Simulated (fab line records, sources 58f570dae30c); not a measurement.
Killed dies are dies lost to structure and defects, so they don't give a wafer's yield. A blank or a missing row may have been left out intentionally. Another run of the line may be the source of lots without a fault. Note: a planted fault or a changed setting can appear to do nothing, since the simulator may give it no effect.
Lot-split experiment ; flow berkeley-cmos170 ; on a route of 331 steps: 5 lots, 23 wafers read

== ON THE SPLIT ==
At UCB170_M3_SPUTTER_01 (material Al, target thk 900 nm, time 120 s), the setting power-w was moved away from the recipe's 6000 W on 4 of the 23 wafers read, by -12.0% to -9.5%. All remaining wafers had this setting at the recipe value.

== FROM THE SPLIT ON TO THE READING: in between, the file shows 1 step ==
- UCB170_M3_RS_MEAS_02: measures by four-point-probe

== THE READING ==
M3_AL_THK, in nm, at UCB170_M3_THK_MEAS_03 (measures by xrf). On this fab line, fault-free wafers typically give 893 nm with a standard deviation of 10 nm.

wafer;tool, chamber at the split;power-w as run, W;against the recipe;M3_AL_THK, nm;against lot-mates on the recipe
L078.1;pvd-sputter-03, -;6000;recipe;887;-
L078.3;pvd-sputter-03, -;6000;recipe;893;-
L078.4;pvd-sputter-03, -;5281;-12.0%;773;-117
L078.5;pvd-sputter-03, -;5281;-12.0%;784;-106
L078.6;pvd-sputter-03, -;6000;recipe;889;-
L075.1;pvd-sputter-04, -;6000;recipe;895;-
L075.3;pvd-sputter-04, -;6000;recipe;888;-
L075.6;pvd-sputter-04, -;6000;recipe;893;-
L081.1;pvd-sputter-01, -;6000;recipe;889;-
L081.3;pvd-sputter-01, -;6000;recipe;890;-
L081.4;pvd-sputter-01, -;6000;recipe;889;-
L081.5;pvd-sputter-01, -;6000;recipe;901;-
L081.6;pvd-sputter-01, -;6000;recipe;884;-
L080.1;pvd-sputter-04, -;6000;recipe;882;-
L080.2;pvd-sputter-04, -;6000;recipe;880;-
L080.3;pvd-sputter-04, -;6000;recipe;894;-
L080.4;pvd-sputter-04, -;5432;-9.5%;813;-72
L080.6;pvd-sputter-04, -;5432;-9.5%;808;-77
L084.1;pvd-sputter-04, -;6000;recipe;881;-
L084.2;pvd-sputter-04, -;6000;recipe;878;-
L084.3;pvd-sputter-04, -;6000;recipe;874;-
L084.4;pvd-sputter-04, -;6000;recipe;874;-
L084.6;pvd-sputter-04, -;6000;recipe;884;-

THE FIT
A straight line over all 23 wafers: M3_AL_THK changes by +8.65 nm for each +1% of power-w; r = +0.98; the points scatter about the line by 7.3 nm.
The same after taking each lot's own level away (the mean of its wafers on the recipe; 23 wafers): +8.77 nm for each +1%; r = +0.99; scatter 5.7 nm.
That fit puts the effect of the largest move of power-w on the reading at 1.1e+02 nm.
The lots' own levels span 878.2 to 892.0 nm, that is 1.4 times the standard deviation above.
The two slopes agree, so the slope changes little with the lot-to-lot level.
Check: for one of the wafers moved furthest among these (-12.0%), held out of the fit, the line's prediction against its lot-mates is -99.6 nm. Against them it came out at -117 nm.

== FURTHER SPLITS ON THESE WAFERS ==
Other splits were also applied to these wafers ahead of the reading. Each is held against what the fit with the lots' levels taken away leaves over:
other split on the same wafers;wafers away from the commonest value;r with M3_AL_THK (lot level and that fit taken away)
UCB170_M1_METAL_ETCH_12 bias-w;8;+0.22
UCB170_V1_CVD_00 time-s;8;+0.25
UCB170_M2_PEB_13 peb-temp-c;7;-0.33
UCB170_V2_EXPOSE_09 dose-mj;8;+0.02

== THE WHOLE CHAIN: every reading that the file lists as answering this split, in the file's order ==
step;what it does;reading;change (the file's fit);r (the file's)
UCB170_M3_SPUTTER_01;material Al, target thk 900 nm, time 120 s;Al_of_M3_SPUTTER_01.thk-nm (the simulator's own value, which no gauge read);+8.97 nm for each +1% of the setting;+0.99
UCB170_M3_RS_MEAS_02;measures by four-point-probe;M3_AL_RS;-0.000366 for each +1% of the setting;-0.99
UCB170_M3_THK_MEAS_03;measures by xrf;M3_AL_THK;+8.75 for each +1% of the setting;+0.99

== FILE'S OWN FIT ==
M3_AL_THK changes by +8.75 nm for each +1% of power-w, r = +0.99.
